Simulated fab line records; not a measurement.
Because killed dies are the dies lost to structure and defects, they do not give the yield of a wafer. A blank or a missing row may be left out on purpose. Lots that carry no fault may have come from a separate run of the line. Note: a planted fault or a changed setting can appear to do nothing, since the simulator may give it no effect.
Which tool is to blame? :: flow rit cmos :: 14 lots, 42 wafers sampled, at 2 steps of a route of 202

## WHAT EACH GAUGE READ, for each wafer
The record lacks any reading of a measuring or inspecting step that a usual standard deviation could be used to judge.

## WHICH TOOL RAN EACH LOT (tool, then ch and the chambers of the sampled wafers, then the start)
lot: L565
RIT_CONTACT_ETCH_11: rie diel-01 ch 1,2, day 3 15:29
RIT_M1_PROBE_99: -

lot: L566
RIT_CONTACT_ETCH_11: rie diel-01 ch 0,2,3, day 3 20:46
RIT_M1_PROBE_99: -

lot: L567
RIT_CONTACT_ETCH_11: rie diel-03 ch 0,2,3, day 4 00:38
RIT_M1_PROBE_99: -

lot: L568
RIT_CONTACT_ETCH_11: rie diel-01 ch 0,3, day 4 03:22
RIT_M1_PROBE_99: -

lot: L569
RIT_CONTACT_ETCH_11: rie diel-03 ch 0,1,2, day 4 09:56
RIT_M1_PROBE_99: -

lot: L570
RIT_CONTACT_ETCH_11: rie diel-03 ch 1,2, day 4 20:41
RIT_M1_PROBE_99: -

lot: L571
RIT_CONTACT_ETCH_11: rie diel-03 ch 0,2, day 5 04:40
RIT_M1_PROBE_99: -

lot: L572
RIT_CONTACT_ETCH_11: rie diel-04 ch 0,1,3, day 5 04:55
RIT_M1_PROBE_99: -

lot: L574
RIT_CONTACT_ETCH_11: rie diel-01 ch 0,1,2, day 5 16:48
RIT_M1_PROBE_99: -

lot: L581
RIT_CONTACT_ETCH_11: rie diel-03 ch 2,3, day 7 17:05
RIT_M1_PROBE_99: prober-02, day 7 22:36

lot: L583
RIT_CONTACT_ETCH_11: rie diel-03 ch 0,3, day 7 17:31
RIT_M1_PROBE_99: prober-01, day 8 00:06

lot: L584
RIT_CONTACT_ETCH_11: rie diel-04 ch 1,2, day 8 04:26
RIT_M1_PROBE_99: -

lot: L587
RIT_CONTACT_ETCH_11: rie diel-01 ch 0,1,2, day 8 06:10
RIT_M1_PROBE_99: -

lot: L588
RIT_CONTACT_ETCH_11: rie diel-04 ch 0,2, day 8 08:59
RIT_M1_PROBE_99: -
- RIT_CONTACT_ETCH_11: etches SiO2 in CHF3/CF4/Ar, stops on TiSi2, target depth 480 nm, time 320 s.
- RIT_M1_PROBE_99

## WHAT THE TOOLS THEMSELVES READ (means of the sampled wafers that have a number; where no wafer has one, the mark that the record gives instead)
RIT_CONTACT_ETCH_11. Usual: chamber pressure mTorr 100.00 mTorr, standard deviation 0.099; drypump motor current A 5.8 A, standard deviation 0.48; oes product au 0.987 a.u., standard deviation 0.014; throttle valve pct 8.84 %, standard deviation 0.19.
lot: L565
tool: rie diel-01
chamber pressure mTorr (mTorr): 99.92
drypump motor current A (A): 5.7
oes product au (a.u.): 0.995
throttle valve pct (%): 8.74
flag: 

lot: L566
tool: rie diel-01
chamber pressure mTorr (mTorr): 99.91
drypump motor current A (A): 5.4
oes product au (a.u.): 0.995
throttle valve pct (%): 8.88
flag: 

lot: L567
tool: rie diel-03
chamber pressure mTorr (mTorr): 100.04
drypump motor current A (A): 6.0
oes product au (a.u.): 0.989
throttle valve pct (%): 8.93
flag: 

lot: L568
tool: rie diel-01
chamber pressure mTorr (mTorr): 99.96
drypump motor current A (A): 5.7
oes product au (a.u.): 0.999
throttle valve pct (%): 9.03
flag: 

lot: L569
tool: rie diel-03
chamber pressure mTorr (mTorr): 99.95
drypump motor current A (A): 6.1
oes product au (a.u.): 0.990
throttle valve pct (%): 8.81
flag: 

lot: L570
tool: rie diel-03
chamber pressure mTorr (mTorr): 100.00
drypump motor current A (A): 5.9
oes product au (a.u.): 0.992
throttle valve pct (%): 8.74
flag: 

lot: L571
tool: rie diel-03
chamber pressure mTorr (mTorr): 99.97
drypump motor current A (A): 6.3
oes product au (a.u.): 0.987
throttle valve pct (%): 8.87
flag: 

lot: L572
tool: rie diel-04
chamber pressure mTorr (mTorr): 99.97
drypump motor current A (A): 5.8
oes product au (a.u.): 0.978
throttle valve pct (%): 8.74
flag: 

lot: L574
tool: rie diel-01
chamber pressure mTorr (mTorr): 100.01
drypump motor current A (A): 5.9
oes product au (a.u.): 0.991
throttle valve pct (%): 8.90
flag: 

lot: L581
tool: rie diel-03
chamber pressure mTorr (mTorr): 99.99
drypump motor current A (A): 5.7
oes product au (a.u.): 0.979
throttle valve pct (%): 9.00
flag: 

lot: L583
tool: rie diel-03
chamber pressure mTorr (mTorr): 99.95
drypump motor current A (A): 6.0
oes product au (a.u.): 0.965
throttle valve pct (%): 8.89
flag: 

lot: L584
tool: rie diel-04
chamber pressure mTorr (mTorr): 99.90
drypump motor current A (A): 5.6
oes product au (a.u.): 0.993
throttle valve pct (%): 8.94
flag: 

lot: L587
tool: rie diel-01
chamber pressure mTorr (mTorr): 100.05
drypump motor current A (A): 5.9
oes product au (a.u.): 0.996
throttle valve pct (%): 8.89
flag: 

lot: L588
tool: rie diel-04
chamber pressure mTorr (mTorr): 100.13
drypump motor current A (A): 5.6
oes product au (a.u.): 0.989
throttle valve pct (%): 8.79
flag: 

RIT_M1_PROBE_99. Usual: killed at contacts 0.1, standard deviation 0.28; killed at front end 7.1, standard deviation 2.8; killed dies 7.1, standard deviation 2.9; killed open 3.4, standard deviation 2; killed short 3.6, standard deviation 2.1.
lot: L581
tool: prober-02
killed at contacts: 32.7
killed at front end: 4.7
killed dies: 37.3
killed open: 2.7
killed short: 2.0
flag: OFF

lot: L583
tool: prober-01
killed at contacts: 36.7
killed at front end: 5.3
killed dies: 42.0
killed open: 2.3
killed short: 3.0
flag: OFF

## THE ANSWER, worked out from the rows above alone
Rule: a lot is off if the mean of its wafers that have a number lies more than 3 standard deviations from the usual mean. A lot without any number at a reading at which 4 lots or more have one is off too. Any other lot the step has rows for is counted as sound. Order of review: gauges by route order, followed by the tools' own readings, for which a lot's mean as printed above is used. At the first step where some lot is off, the reading lying furthest off is the one used; lots without a number count as furthest.
Off: L581, L583 (RIT_M1_PROBE_99, killed at contacts). Neither off nor sound, because the step has no rows for them: L565, L566, L567, L568, L569, L570, L571, L572, L574, L584, L587, L588.
A tool fits if, at that step or a process step before it, it ran every lot that is off, and no sound lot after the first of them. One candidate fits, namely rie diel-03 at RIT_CONTACT_ETCH_11. It ran no sound lot before its first lot that is off in this sample, so the start can't be narrowed down.

## WHAT THE SIMULATOR HAD PUT IN
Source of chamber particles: rie diel-03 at RIT_CONTACT_ETCH_11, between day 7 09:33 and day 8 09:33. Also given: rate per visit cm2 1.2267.
Struck lots among those shown: L581, L583. Same finding as the rule above.
